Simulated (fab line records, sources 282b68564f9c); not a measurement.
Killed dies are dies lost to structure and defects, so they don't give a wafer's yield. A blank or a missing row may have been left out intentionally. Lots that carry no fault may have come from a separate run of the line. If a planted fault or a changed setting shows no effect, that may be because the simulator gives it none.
fab line records || flow rit-cmos
record: {"lots": 14, "wafers": 42, "last-day": 7}
route steps=202 shown GATE@91 M1@202
lots with no fault: from the same line, run without faults
start-h: hours from the record's opening day to when the first of the lot's shown wafers began || wait-h: time in hours since the lot's previous step || " as in the row above || L1.1+2: a single row standing in for several wafers || - no value present, or no start provided || * or withheld: withheld || < > ~ a bound
route shown NAME@n: names a module that has steps shown in the file, with the first one's number in the route || usual: mean and standard deviation over wafers with no fault || same: alike in all rows || chamber/n: place in a boat || sites: the reading at each site || _std_site: the values' standard deviation || _edge_site: outer sites' mean less inner sites' || radius-mm: for every site, how far away it sits from the centre of the wafer || mask NAME#n: copy n || behind: the last tool/chamber to shape the wafer || hold: why the lot was held/for how many hours/how that ended || device: the n, p or np transistor that did not switch || end of line: tests of these same wafers at the route's end || a step without rows: its recipe alone || killed: count of dies lost to structure and defects at first sort (not the wafer's yield) || map: a wafer's dies, marking killed ones x, the rest . and places with no die _
set.NAME: the setting the step ran with; set.NAME@STEP: the setting that earlier step ran with || model.NAME: the simulator's own value behind a step, which no gauge read
one table for each step of the route and one row for each wafer, over a sample of lots
== steps ==
step: RIT_GATE_DEVELOP_15
recipe: {"resist": "NOVOLAK", "develop-time-s": 50.85, "dev-temp-c": 23}
usual: {"chill-plate-temp-C": "23.01/0.11", "developer-temp-C": "23.00/0.11", "exhaust-pa": "45.3/0.84"}
{"lot.wafer": "L280.2", "tool": "litho-track-04", "chamber": 0, "start-h": 48, "wait-h": "-", "chill-plate-temp-C": 23.02, "developer-temp-C": 22.80, "exhaust-pa": 44.7}
{"lot.wafer": "L280.3", "tool": "litho-track-04", "chamber": 0, "start-h": 48, "wait-h": "-", "chill-plate-temp-C": 23.19, "developer-temp-C": 22.97, "exhaust-pa": 45.4}
{"lot.wafer": "L280.4", "tool": "litho-track-04", "chamber": 0, "start-h": 48, "wait-h": "-", "chill-plate-temp-C": 23.22, "developer-temp-C": 22.79, "exhaust-pa": 45.4}
{"lot.wafer": "L281.1", "tool": "litho-track-01", "chamber": 0, "start-h": 52, "wait-h": "-", "chill-plate-temp-C": 22.86, "developer-temp-C": 23.09, "exhaust-pa": 45.0}
{"lot.wafer": "L281.3", "tool": "litho-track-01", "chamber": 0, "start-h": 52, "wait-h": "-", "chill-plate-temp-C": 23.06, "developer-temp-C": 23.08, "exhaust-pa": 46.8}
{"lot.wafer": "L281.4", "tool": "litho-track-01", "chamber": 0, "start-h": 52, "wait-h": "-", "chill-plate-temp-C": 22.86, "developer-temp-C": 23.06, "exhaust-pa": 46.7}
{"lot.wafer": "L282.1", "tool": "litho-track-02", "chamber": 0, "start-h": 56, "wait-h": "-", "chill-plate-temp-C": 23.06, "developer-temp-C": 22.84, "exhaust-pa": 44.9}
{"lot.wafer": "L282.3", "tool": "litho-track-02", "chamber": 0, "start-h": 56, "wait-h": "-", "chill-plate-temp-C": 23.07, "developer-temp-C": 22.82, "exhaust-pa": 44.9}
{"lot.wafer": "L282.4", "tool": "litho-track-02", "chamber": 0, "start-h": 56, "wait-h": "-", "chill-plate-temp-C": 23.07, "developer-temp-C": 22.83, "exhaust-pa": 44.3}
{"lot.wafer": "L283.2", "tool": "litho-track-04", "chamber": 0, "start-h": 60, "wait-h": "-", "chill-plate-temp-C": 22.99, "developer-temp-C": 23.02, "exhaust-pa": 45.8}
{"lot.wafer": "L283.3", "tool": "litho-track-04", "chamber": 0, "start-h": 60, "wait-h": "-", "chill-plate-temp-C": 23.16, "developer-temp-C": 23.05, "exhaust-pa": 45.9}
{"lot.wafer": "L283.4", "tool": "litho-track-04", "chamber": 0, "start-h": 61, "wait-h": "-", "chill-plate-temp-C": 22.84, "developer-temp-C": 23.00, "exhaust-pa": 44.6}
{"lot.wafer": "L284.3", "tool": "litho-track-02", "chamber": 0, "start-h": 65, "wait-h": "-", "chill-plate-temp-C": 22.95, "developer-temp-C": 23.10, "exhaust-pa": 45.1}
{"lot.wafer": "L284.5", "tool": "litho-track-02", "chamber": 0, "start-h": 65, "wait-h": "-", "chill-plate-temp-C": 23.08, "developer-temp-C": 23.10, "exhaust-pa": 43.5}
{"lot.wafer": "L284.6", "tool": "litho-track-02", "chamber": 0, "start-h": 65, "wait-h": "-", "chill-plate-temp-C": 22.95, "developer-temp-C": 23.11, "exhaust-pa": 45.3}
{"lot.wafer": "L285.1", "tool": "litho-track-01", "chamber": 0, "start-h": 71, "wait-h": "-", "chill-plate-temp-C": 22.77, "developer-temp-C": 23.05, "exhaust-pa": 45.6}
{"lot.wafer": "L285.5", "tool": "litho-track-01", "chamber": 0, "start-h": 71, "wait-h": "-", "chill-plate-temp-C": 22.94, "developer-temp-C": 23.00, "exhaust-pa": 45.8}
{"lot.wafer": "L285.6", "tool": "litho-track-01", "chamber": 0, "start-h": 71, "wait-h": "-", "chill-plate-temp-C": 22.89, "developer-temp-C": 23.01, "exhaust-pa": 45.6}
{"lot.wafer": "L286.1", "tool": "litho-track-02", "chamber": 0, "start-h": 77, "wait-h": "-", "chill-plate-temp-C": 22.94, "developer-temp-C": 23.06, "exhaust-pa": 45.0}
{"lot.wafer": "L286.2", "tool": "litho-track-02", "chamber": 0, "start-h": 77, "wait-h": "-", "chill-plate-temp-C": 23.09, "developer-temp-C": 23.14, "exhaust-pa": 45.6}
{"lot.wafer": "L286.6", "tool": "litho-track-02", "chamber": 0, "start-h": 77, "wait-h": "-", "chill-plate-temp-C": 22.94, "developer-temp-C": 23.09, "exhaust-pa": 45.3}
{"lot.wafer": "L287.1", "tool": "litho-track-01", "chamber": 0, "start-h": 82, "wait-h": "-", "chill-plate-temp-C": 22.91, "developer-temp-C": 22.96, "exhaust-pa": 45.8}
{"lot.wafer": "L287.3", "tool": "litho-track-01", "chamber": 0, "start-h": 82, "wait-h": "-", "chill-plate-temp-C": 22.95, "developer-temp-C": 23.02, "exhaust-pa": 43.9}
{"lot.wafer": "L287.4", "tool": "litho-track-01", "chamber": 0, "start-h": 82, "wait-h": "-", "chill-plate-temp-C": 22.98, "developer-temp-C": 22.89, "exhaust-pa": 45.5}
{"lot.wafer": "L288.1", "tool": "litho-track-04", "chamber": 0, "start-h": 85, "wait-h": "-", "chill-plate-temp-C": 23.00, "developer-temp-C": 23.23, "exhaust-pa": 44.5}
{"lot.wafer": "L288.2", "tool": "litho-track-04", "chamber": 0, "start-h": 85, "wait-h": "-", "chill-plate-temp-C": 23.17, "developer-temp-C": 23.02, "exhaust-pa": 44.4}
{"lot.wafer": "L288.6", "tool": "litho-track-04", "chamber": 0, "start-h": 85, "wait-h": "-", "chill-plate-temp-C": 22.91, "developer-temp-C": 23.21, "exhaust-pa": 43.8}
{"lot.wafer": "L289.1", "tool": "litho-track-01", "chamber": 0, "start-h": 93, "wait-h": "-", "chill-plate-temp-C": 23.02, "developer-temp-C": 22.99, "exhaust-pa": 44.8}
{"lot.wafer": "L289.2", "tool": "litho-track-01", "chamber": 0, "start-h": 93, "wait-h": "-", "chill-plate-temp-C": 23.10, "developer-temp-C": 22.91, "exhaust-pa": 45.0}
{"lot.wafer": "L289.4", "tool": "litho-track-01", "chamber": 0, "start-h": 93, "wait-h": "-", "chill-plate-temp-C": 23.10, "developer-temp-C": 22.94, "exhaust-pa": 46.2}
{"lot.wafer": "L292.1", "tool": "litho-track-01", "chamber": 0, "start-h": 108, "wait-h": "-", "chill-plate-temp-C": 23.05, "developer-temp-C": 20.73, "exhaust-pa": 45.5}
{"lot.wafer": "L292.3", "tool": "litho-track-01", "chamber": 0, "start-h": 109, "wait-h": "-", "chill-plate-temp-C": 23.06, "developer-temp-C": 20.62, "exhaust-pa": 46.1}
{"lot.wafer": "L292.6", "tool": "litho-track-01", "chamber": 0, "start-h": 109, "wait-h": "-", "chill-plate-temp-C": 23.02, "developer-temp-C": 20.69, "exhaust-pa": 46.5}
{"lot.wafer": "L293.1", "tool": "litho-track-01", "chamber": 0, "start-h": 111, "wait-h": "-", "chill-plate-temp-C": 22.99, "developer-temp-C": 20.70, "exhaust-pa": 44.3}
{"lot.wafer": "L293.4", "tool": "litho-track-01", "chamber": 0, "start-h": 111, "wait-h": "-", "chill-plate-temp-C": 23.11, "developer-temp-C": 20.70, "exhaust-pa": 44.1}
{"lot.wafer": "L293.6", "tool": "litho-track-01", "chamber": 0, "start-h": 111, "wait-h": "-", "chill-plate-temp-C": 23.00, "developer-temp-C": 20.87, "exhaust-pa": 45.4}
{"lot.wafer": "L295.1", "tool": "litho-track-04", "chamber": 0, "start-h": 122, "wait-h": "-", "chill-plate-temp-C": 22.89, "developer-temp-C": 22.91, "exhaust-pa": 45.0}
{"lot.wafer": "L295.2", "tool": "litho-track-04", "chamber": 0, "start-h": 122, "wait-h": "-", "chill-plate-temp-C": 23.06, "developer-temp-C": 22.97, "exhaust-pa": 44.7}
{"lot.wafer": "L295.6", "tool": "litho-track-04", "chamber": 0, "start-h": 122, "wait-h": "-", "chill-plate-temp-C": 23.00, "developer-temp-C": 22.99, "exhaust-pa": 44.5}
{"lot.wafer": "L301.2", "tool": "litho-track-02", "chamber": 0, "start-h": 152, "wait-h": "-", "chill-plate-temp-C": 23.12, "developer-temp-C": 23.07, "exhaust-pa": 44.2}
{"lot.wafer": "L301.4", "tool": "litho-track-02", "chamber": 0, "start-h": 152, "wait-h": "-", "chill-plate-temp-C": 23.16, "developer-temp-C": 23.16, "exhaust-pa": 45.8}
{"lot.wafer": "L301.6", "tool": "litho-track-02", "chamber": 0, "start-h": 152, "wait-h": "-", "chill-plate-temp-C": 23.02, "developer-temp-C": 22.92, "exhaust-pa": 45.1}
step: RIT_GATE_CD_MEAS_16
recipe: {"target-cd-nm": 150}
usual: {"cd-nm": "149.7/2.2"}
{"lot.wafer": "L280.2", "tool": "cd-sem-01", "chamber": "-", "start-h": 48.49, "wait-h": "-", "hold": "-", "cd-nm": 154.1}
{"lot.wafer": "L280.3", "tool": "cd-sem-01", "chamber": "-", "start-h": 48.49, "wait-h": "-", "hold": "-", "cd-nm": 151.1}
{"lot.wafer": "L280.4", "tool": "cd-sem-01", "chamber": "-", "start-h": 48.49, "wait-h": "-", "hold": "-", "cd-nm": 152.3}
{"lot.wafer": "L281.1", "tool": "cd-sem-01", "chamber": "-", "start-h": 52.78, "wait-h": "-", "hold": "-", "cd-nm": 153.2}
{"lot.wafer": "L281.3", "tool": "cd-sem-01", "chamber": "-", "start-h": 52.78, "wait-h": "-", "hold": "-", "cd-nm": 153.8}
{"lot.wafer": "L281.4", "tool": "cd-sem-01", "chamber": "-", "start-h": 52.78, "wait-h": "-", "hold": "-", "cd-nm": 152.2}
{"lot.wafer": "L282.1", "tool": "cd-sem-01", "chamber": "-", "start-h": 56.83, "wait-h": "-", "hold": "-", "cd-nm": 148.1}
{"lot.wafer": "L282.3", "tool": "cd-sem-01", "chamber": "-", "start-h": 56.83, "wait-h": "-", "hold": "-", "cd-nm": 150.0}
{"lot.wafer": "L282.4", "tool": "cd-sem-01", "chamber": "-", "start-h": 56.83, "wait-h": "-", "hold": "-", "cd-nm": 149.2}
{"lot.wafer": "L283.2", "tool": "cd-sem-02", "chamber": "-", "start-h": 61.09, "wait-h": "-", "hold": "-", "cd-nm": 145.2}
{"lot.wafer": "L283.3", "tool": "cd-sem-02", "chamber": "-", "start-h": 61.09, "wait-h": "-", "hold": "-", "cd-nm": 143.5}
{"lot.wafer": "L283.4", "tool": "cd-sem-02", "chamber": "-", "start-h": 61.09, "wait-h": "-", "hold": "-", "cd-nm": 144.9}
{"lot.wafer": "L284.3", "tool": "cd-sem-01", "chamber": "-", "start-h": 65.90, "wait-h": "-", "hold": "-", "cd-nm": 151.2}
{"lot.wafer": "L284.5", "tool": "cd-sem-01", "chamber": "-", "start-h": 65.90, "wait-h": "-", "hold": "-", "cd-nm": 151.9}
{"lot.wafer": "L284.6", "tool": "cd-sem-01", "chamber": "-", "start-h": 65.90, "wait-h": "-", "hold": "-", "cd-nm": 150.8}
{"lot.wafer": "L285.1", "tool": "cd-sem-02", "chamber": "-", "start-h": 71.54, "wait-h": "-", "hold": "-", "cd-nm": 148.2}
{"lot.wafer": "L285.5", "tool": "cd-sem-02", "chamber": "-", "start-h": 71.54, "wait-h": "-", "hold": "-", "cd-nm": 146.1}
{"lot.wafer": "L285.6", "tool": "cd-sem-02", "chamber": "-", "start-h": 71.54, "wait-h": "-", "hold": "-", "cd-nm": 145.9}
{"lot.wafer": "L286.1", "tool": "cd-sem-02", "chamber": "-", "start-h": 77.40, "wait-h": "-", "hold": "-", "cd-nm": 147.0}
{"lot.wafer": "L286.2", "tool": "cd-sem-02", "chamber": "-", "start-h": 77.40, "wait-h": "-", "hold": "-", "cd-nm": 146.2}
{"lot.wafer": "L286.6", "tool": "cd-sem-02", "chamber": "-", "start-h": 77.40, "wait-h": "-", "hold": "-", "cd-nm": 146.7}
{"lot.wafer": "L287.1", "tool": "cd-sem-01", "chamber": "-", "start-h": 82.15, "wait-h": "-", "hold": "-", "cd-nm": 145.6}
{"lot.wafer": "L287.3", "tool": "cd-sem-01", "chamber": "-", "start-h": 82.15, "wait-h": "-", "hold": "-", "cd-nm": 149.1}
{"lot.wafer": "L287.4", "tool": "cd-sem-01", "chamber": "-", "start-h": 82.15, "wait-h": "-", "hold": "-", "cd-nm": 145.0}
{"lot.wafer": "L288.1", "tool": "cd-sem-01", "chamber": "-", "start-h": 85.95, "wait-h": "-", "hold": "-", "cd-nm": 148.8}
{"lot.wafer": "L288.2", "tool": "cd-sem-01", "chamber": "-", "start-h": 85.95, "wait-h": "-", "hold": "-", "cd-nm": 146.5}
{"lot.wafer": "L288.6", "tool": "cd-sem-01", "chamber": "-", "start-h": 85.95, "wait-h": "-", "hold": "-", "cd-nm": 148.0}
{"lot.wafer": "L289.1", "tool": "cd-sem-01", "chamber": "-", "start-h": 93.29, "wait-h": "-", "hold": "-", "cd-nm": 150.5}
{"lot.wafer": "L289.2", "tool": "cd-sem-01", "chamber": "-", "start-h": 93.29, "wait-h": "-", "hold": "-", "cd-nm": 151.1}
{"lot.wafer": "L289.4", "tool": "cd-sem-01", "chamber": "-", "start-h": 93.29, "wait-h": "-", "hold": "-", "cd-nm": 150.8}
{"lot.wafer": "L292.1", "tool": "cd-sem-02", "chamber": "-", "start-h": 109.10, "wait-h": "-", "hold": "await-dispo/0.2h/release", "cd-nm": 135.0}
{"lot.wafer": "L292.3", "tool": "cd-sem-02", "chamber": "-", "start-h": 109.10, "wait-h": "-", "hold": "await-dispo/0.2h/release", "cd-nm": 135.1}
{"lot.wafer": "L292.6", "tool": "cd-sem-02", "chamber": "-", "start-h": 109.10, "wait-h": "-", "hold": "await-dispo/0.2h/release", "cd-nm": 136.0}
{"lot.wafer": "L292.1", "tool": "cd-sem-02", "chamber": "-", "start-h": 109.39, "wait-h": 0.3, "hold": "-", "cd-nm": 135.3}
{"lot.wafer": "L292.3", "tool": "cd-sem-02", "chamber": "-", "start-h": 109.39, "wait-h": 0.3, "hold": "-", "cd-nm": 134.9}
{"lot.wafer": "L292.6", "tool": "cd-sem-02", "chamber": "-", "start-h": 109.39, "wait-h": 0.3, "hold": "-", "cd-nm": 136.2}
{"lot.wafer": "L293.1", "tool": "cd-sem-02", "chamber": "-", "start-h": 111.90, "wait-h": "-", "hold": "await-dispo/0.2h/release", "cd-nm": 138.4}
{"lot.wafer": "L293.4", "tool": "cd-sem-02", "chamber": "-", "start-h": 111.90, "wait-h": "-", "hold": "await-dispo/0.2h/release", "cd-nm": 139.1}
{"lot.wafer": "L293.6", "tool": "cd-sem-02", "chamber": "-", "start-h": 111.90, "wait-h": "-", "hold": "await-dispo/0.2h/release", "cd-nm": 136.3}
{"lot.wafer": "L293.1", "tool": "cd-sem-02", "chamber": "-", "start-h": 112.25, "wait-h": 0.3, "hold": "-", "cd-nm": 138.3}
{"lot.wafer": "L293.4", "tool": "cd-sem-02", "chamber": "-", "start-h": 112.25, "wait-h": 0.3, "hold": "-", "cd-nm": 138.9}
{"lot.wafer": "L293.6", "tool": "cd-sem-02", "chamber": "-", "start-h": 112.25, "wait-h": 0.3, "hold": "-", "cd-nm": 136.0}
{"lot.wafer": "L295.1", "tool": "cd-sem-02", "chamber": "-", "start-h": 122.65, "wait-h": "-", "hold": "-", "cd-nm": 151.1}
{"lot.wafer": "L295.2", "tool": "cd-sem-02", "chamber": "-", "start-h": 122.65, "wait-h": "-", "hold": "-", "cd-nm": 149.9}
{"lot.wafer": "L295.6", "tool": "cd-sem-02", "chamber": "-", "start-h": 122.65, "wait-h": "-", "hold": "-", "cd-nm": 148.7}
{"lot.wafer": "L301.2", "tool": "cd-sem-01", "chamber": "-", "start-h": 152.21, "wait-h": "-", "hold": "-", "cd-nm": 151.2}
{"lot.wafer": "L301.4", "tool": "cd-sem-01", "chamber": "-", "start-h": 152.21, "wait-h": "-", "hold": "-", "cd-nm": 150.1}
{"lot.wafer": "L301.6", "tool": "cd-sem-01", "chamber": "-", "start-h": 152.21, "wait-h": "-", "hold": "-", "cd-nm": 153.6}
step: RIT_M1_PROBE_99
usual: {"killed-at-contacts": "0.0/0.18", "killed-at-front-end": "6/3.1", "killed-dies": "6/3.1", "killed-open": "3.4/1.9", "killed-short": "3.1/2"}
same: {"gross-dies": 264, "killed_at_M0_to_M3": 0, "killed_at_M4_up": 0, "killed-at-back-side": 0, "killed-at-other": 0}
{"lot.wafer": "L283.2", "tool": "prober-02", "chamber": "-", "start-h": 81.96, "wait-h": 0.1, "killed-at-contacts": 0, "killed-at-front-end": 10, "killed-dies": 10, "killed-open": 6, "killed-short": 4}
{"lot.wafer": "L283.3", "tool": "prober-02", "chamber": "-", "start-h": 82.01, "wait-h": 0.2, "killed-at-contacts": 0, "killed-at-front-end": 4, "killed-dies": 4, "killed-open": 2, "killed-short": 2}
{"lot.wafer": "L283.4", "tool": "prober-02", "chamber": "-", "start-h": 82.06, "wait-h": 0.2, "killed-at-contacts": 0, "killed-at-front-end": 3, "killed-dies": 3, "killed-open": 0, "killed-short": 3}
{"lot.wafer": "L293.1", "tool": "prober-02", "chamber": "-", "start-h": 140.54, "wait-h": 0.1, "killed-at-contacts": 1, "killed-at-front-end": 4, "killed-dies": 5, "killed-open": 3, "killed-short": 2}
{"lot.wafer": "L293.4", "tool": "prober-02", "chamber": "-", "start-h": 140.69, "wait-h": 0.2, "killed-at-contacts": 0, "killed-at-front-end": 5, "killed-dies": 5, "killed-open": 3, "killed-short": 2}
{"lot.wafer": "L293.6", "tool": "prober-02", "chamber": "-", "start-h": 140.79, "wait-h": 0.2, "killed-at-contacts": 0, "killed-at-front-end": 6, "killed-dies": 6, "killed-open": 2, "killed-short": 3}
{"lot.wafer": "L292.1", "tool": "prober-01", "chamber": "-", "start-h": 141.21, "wait-h": 0.1, "killed-at-contacts": 0, "killed-at-front-end": 9, "killed-dies": 9, "killed-open": 6, "killed-short": 3}
{"lot.wafer": "L292.3", "tool": "prober-01", "chamber": "-", "start-h": 141.31, "wait-h": 0.2, "killed-at-contacts": 0, "killed-at-front-end": 10, "killed-dies": 10, "killed-open": 5, "killed-short": 4}
{"lot.wafer": "L292.6", "tool": "prober-01", "chamber": "-", "start-h": 141.46, "wait-h": 0.2, "killed-at-contacts": 0, "killed-at-front-end": 7, "killed-dies": 7, "killed-open": 5, "killed-short": 2}
{"lot.wafer": "L295.1", "tool": "prober-02", "chamber": "-", "start-h": 143.63, "wait-h": 0.1, "killed-at-contacts": 0, "killed-at-front-end": 6, "killed-dies": 6, "killed-open": 5, "killed-short": 1}
{"lot.wafer": "L295.2", "tool": "prober-02", "chamber": "-", "start-h": 143.68, "wait-h": 0.1, "killed-at-contacts": 0, "killed-at-front-end": 4, "killed-dies": 4, "killed-open": 3, "killed-short": 1}
{"lot.wafer": "L295.6", "tool": "prober-02", "chamber": "-", "start-h": 143.88, "wait-h": 0.2, "killed-at-contacts": 0, "killed-at-front-end": 2, "killed-dies": 2, "killed-open": 0, "killed-short": 2}
killed by level:class
L283.2 GATE:geometric-particle:open=4 GATE:geometric-particle:short=3 FOX1:geometric-particle:open=1 FOX2:geometric-particle:short=1 REOX:geometric-particle:open=1
L283.3 GATE:geometric-particle:short=2 FOX1:geometric-particle:open=1 GATE:geometric-particle:open=1
L283.4 GATE:geometric-particle:short=3
L293.1 FOX1:geometric-particle:short=2 GATE:geometric-particle:open=2 CONTACT:geometric-particle:open=1
L293.4 SPACER:geometric-particle:open=2 FOX2:geometric-particle:short=1 GATE:geometric-particle:open=1 SPACER:geometric-particle:short=1
L293.6 FOX1:geometric-particle:short=1 FOX1:geometric-particle:open=1 FOX2:geometric-particle:short=1 GATE:geometric-particle:short=1 SPACER:geometric-particle:open=1 GATE:area-develop=1
L292.1 SPACER:geometric-particle:open=3 GATE:geometric-particle:short=2 FOX2:geometric-particle:open=1 GATE:geometric-particle:open=1 REOX:geometric-particle:open=1 SPACER:geometric-particle:short=1
L292.3 GATE:geometric-particle:short=2 GATE:geometric-particle:open=2 SPACER:geometric-particle:short=2 FOX2:geometric-particle:open=1 SPACER:geometric-particle:open=1 SILICIDE:geometric-particle:open=1 GATE:area-develop=1
L292.6 GATE:geometric-particle:open=2 SILICIDE:geometric-particle:open=2 GATE:geometric-particle:short=1 REOX:geometric-particle:open=1 SPACER:geometric-particle:short=1
L295.1 SILICIDE:geometric-particle:open=3 FOX1:geometric-particle:open=1 GATE:geometric-particle:open=1 REOX:geometric-particle:short=1
L295.2 FOX1:geometric-particle:short=1 FOX1:geometric-particle:open=1 GATE:geometric-particle:open=1 SPACER:geometric-particle:open=1
L295.6 REOX:geometric-particle:short=1 SILICIDE:geometric-particle:short=1
== key ==
first-sign: {"step": "RIT_GATE_DEVELOP_15", "reading": "developer-temp-C", "direction": "down", "sigmas": 21, "usual": "*", "struck": "*"}
effect: {"step": "RIT_GATE_CD_MEAS_16", "reading": "visit", "direction": "added", "through": "control-loop"}
effect: {"step": "RIT_GATE_CD_MEAS_16", "reading": "cd-nm", "direction": "down", "sigmas": 5.8, "usual": 149.7, "struck": 136.7, "through": "control-loop"}
met-at RIT_GATE_DEVELOP_15
struck-lots L292,L293
tester-left-out L292,L293
loop-trim: {"step": "RIT_GATE_EXPOSE_13", "setting": "dose", "lots": "L293"}
onset-between 93 108
fault: {"kind": "process-parameter-drift", "tool": "litho-track-01", "chamber": "-", "onset-h": 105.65, "steps": "RIT_GATE_DEVELOP_15", "channel": "dev-temp-c", "offset": "*", "shape": "step", "end-h": 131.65, "acts-in": "*", "stated": "*"}
tester-left-out: of these lots the tester's yield and bins aren't shown, on N5 and GAA mostly nor the transistor test; their killed dies are dies lost to structure and defects alone, not to doping, threshold or leakage, so they don't give the yield
loop-trim: a control loop set the setting to another value than it would have without faults
